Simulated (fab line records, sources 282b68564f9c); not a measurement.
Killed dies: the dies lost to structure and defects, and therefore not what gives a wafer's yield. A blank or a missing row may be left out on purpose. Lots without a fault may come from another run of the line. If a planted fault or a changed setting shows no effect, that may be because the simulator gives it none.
Which tool is to blame? :: flow rit cmos :: Sampling: 13 lots, 39 wafers, 2 of 202 route steps

## WHAT EACH GAUGE READ, for each wafer
RIT_ACTIVE_THK_MEAS_04.
lot: L963
measured: day 1 14:40
on: film metro-03
ACTIVE_NITRIDE_THK (nm): 152.2 150.9 151.8

lot: L964
measured: day 1 19:37
on: film metro-02
ACTIVE_NITRIDE_THK (nm): 148.6 150.4 150.6

lot: L967
measured: day 2 10:52
on: film metro-02
ACTIVE_NITRIDE_THK (nm): 147.9 147.6 147.9

lot: L968
measured: day 2 14:57
on: film metro-03
ACTIVE_NITRIDE_THK (nm): 149.1 151.1 150.2

lot: L969
measured: day 2 21:58
on: film metro-04
ACTIVE_NITRIDE_THK (nm): 150.8 149.7 151.2

lot: L970
measured: day 3 01:13
on: film metro-03
ACTIVE_NITRIDE_THK (nm): 151.9 151.9 151.2

lot: L971
measured: day 3 05:43
on: film metro-02
ACTIVE_NITRIDE_THK (nm): 151.5 151.4 151.0

lot: L973
measured: day 3 16:02
on: film metro-03
ACTIVE_NITRIDE_THK (nm): 148.0 148.0 147.9

lot: L974
measured: day 3 20:32
on: film metro-02
ACTIVE_NITRIDE_THK (nm): 149.2 149.1 148.7

lot: L976
measured: day 4 08:26
on: film metro-02
ACTIVE_NITRIDE_THK (nm): 251.3 250.5 251.2

lot: L979
measured: day 4 21:32
on: film metro-03
ACTIVE_NITRIDE_THK (nm): 148.5 147.4 148.7

lot: L983
measured: day 5 18:23
on: film metro-02
ACTIVE_NITRIDE_THK (nm): 149.3 148.9 149.2

lot: L984
measured: day 5 22:32
on: film metro-04
ACTIVE_NITRIDE_THK (nm): 148.3 150.1 149.9

## EACH LOT AND THE TOOL THAT RAN IT (in order: tool; ch and the chambers of the sampled wafers; start)
lot: L963
RIT_ACTIVE_CVD_03: lpcvd-01 ch 0, day 1 13:14

lot: L964
RIT_ACTIVE_CVD_03: lpcvd-01 ch 0, day 1 18:11

lot: L967
RIT_ACTIVE_CVD_03: lpcvd-02 ch 1, day 2 09:26

lot: L968
RIT_ACTIVE_CVD_03: lpcvd-01 ch 1, day 2 13:32

lot: L969
RIT_ACTIVE_CVD_03: lpcvd-02 ch 0, day 2 20:33

lot: L970
RIT_ACTIVE_CVD_03: lpcvd-01 ch 1, day 2 23:48

lot: L971
RIT_ACTIVE_CVD_03: lpcvd-01 ch 0, day 3 04:17

lot: L973
RIT_ACTIVE_CVD_03: lpcvd-02 ch 0, day 3 14:35

lot: L974
RIT_ACTIVE_CVD_03: lpcvd-02 ch 0, day 3 19:07

lot: L976
RIT_ACTIVE_CVD_03: lpcvd-01 ch 0, day 4 07:01

lot: L979
RIT_ACTIVE_CVD_03: lpcvd-02 ch 1, day 4 20:07

lot: L983
RIT_ACTIVE_CVD_03: lpcvd-02 ch 1, day 5 16:58

lot: L984
RIT_ACTIVE_CVD_03: lpcvd-02 ch 1, day 5 21:07
- RIT_ACTIVE_CVD_03: deposits Si3N4 from SiH2Cl2/NH3, target thk 150 nm, time 1500 s.

## AS READ BY THE TOOLS THEMSELVES (means over the sampled wafers that have a number; for cases with no such wafer, the mark the record gives instead)
RIT_ACTIVE_CVD_03.
lot: L963
tool: lpcvd-01
spike tc centre C (C): 810.0
spike tc load C (C): 833.0
spike tc source C (C): 835.0
susceptor temp C (C): 810.3

lot: L964
tool: lpcvd-01
spike tc centre C (C): 810.2
spike tc load C (C): 832.8
spike tc source C (C): 834.6
susceptor temp C (C): 810.0

lot: L967
tool: lpcvd-02
spike tc centre C (C): 813.0
spike tc load C (C): 830.9
spike tc source C (C): 830.2
susceptor temp C (C): 810.0

lot: L968
tool: lpcvd-01
spike tc centre C (C): 811.0
spike tc load C (C): 833.0
spike tc source C (C): 832.7
susceptor temp C (C): 810.0

lot: L969
tool: lpcvd-02
spike tc centre C (C): 813.3
spike tc load C (C): 832.9
spike tc source C (C): 829.0
susceptor temp C (C): 809.8

lot: L970
tool: lpcvd-01
spike tc centre C (C): 811.2
spike tc load C (C): 833.1
spike tc source C (C): 832.9
susceptor temp C (C): 809.7

lot: L971
tool: lpcvd-01
spike tc centre C (C): 810.7
spike tc load C (C): 832.8
spike tc source C (C): 835.5
susceptor temp C (C): 809.9

lot: L973
tool: lpcvd-02
spike tc centre C (C): 811.6
spike tc load C (C): 832.6
spike tc source C (C): 829.8
susceptor temp C (C): 809.8

lot: L974
tool: lpcvd-02
spike tc centre C (C): 813.1
spike tc load C (C): 832.8
spike tc source C (C): 829.4
susceptor temp C (C): 809.9

lot: L976
tool: lpcvd-01
spike tc centre C (C): 894.1
spike tc load C (C): 919.2
spike tc source C (C): 920.2
susceptor temp C (C): 894.7

lot: L979
tool: lpcvd-02
spike tc centre C (C): 814.3
spike tc load C (C): 830.0
spike tc source C (C): 831.7
susceptor temp C (C): 809.7

lot: L983
tool: lpcvd-02
spike tc centre C (C): 813.7
spike tc load C (C): 830.7
spike tc source C (C): 831.0
susceptor temp C (C): 809.6

lot: L984
tool: lpcvd-02
spike tc centre C (C): 812.6
spike tc load C (C): 830.2
spike tc source C (C): 831.4
susceptor temp C (C): 809.7

## THE ANSWER, worked out from the rows above alone
Rule: the lots themselves supply what counts as usual. The widest of any qualifying gaps counts: lots, ordered by their means at a reading, are off when they make up no more than a third of the lots, leave a main group of 4 or more, and stand apart from it by 3 or more times the standard deviation of that group's means. A main group whose means are all the same, to the digits that the tables above print for the reading, isn't used. Also off: a lot with no number at a reading for which 4 or more lots have one. All remaining lots with rows at the step are treated as sound. After the gauges, taken in route order, come the tools' own readings; for these a lot's mean is taken, as printed above. The first step at which some lot is off is used, and at that step the reading that is off furthest; a lot without a number counts as furthest.
Off: L976, seen at RIT_ACTIVE_THK_MEAS_04 (ACTIVE_NITRIDE_THK). Mean 149.7 nm and standard deviation 1.3 in the main group.
If a tool, at a process step before that reading, ran all the lots that are off and no sound lot after the first of them, it fits. The gauges at RIT_ACTIVE_THK_MEAS_04 aren't tried: what is off there is off at RIT_ACTIVE_CVD_03 too, on other tools, and a gauge's error can't cause that. One candidate fits, namely lpcvd-01 at RIT_ACTIVE_CVD_03. A fault onset in the window from L971 (day 3 04:17, its last sound lot) to L976 (day 4 07:01, its first lot off) fits.
The tool's own readings at RIT_ACTIVE_CVD_03 bear it out: on the lots that are off they differ by more than 5 times the standard deviation of the sound lots' means. spike tc centre C reads 894.1 C there against 812.1 C on the sound lots; spike tc load C reads 919.2 C there against 832.1 C on the sound lots; spike tc source C reads 920.2 C there against 831.9 C on the sound lots; susceptor temp C reads 894.7 C there against 809.9 C on the sound lots.

## WHAT HAD BEEN PUT IN BY THE SIMULATOR
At RIT_ACTIVE_CVD_03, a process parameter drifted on lpcvd-01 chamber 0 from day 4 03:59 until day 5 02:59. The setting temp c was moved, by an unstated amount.
Shown lots that were struck: L976. Same finding as the rule above.
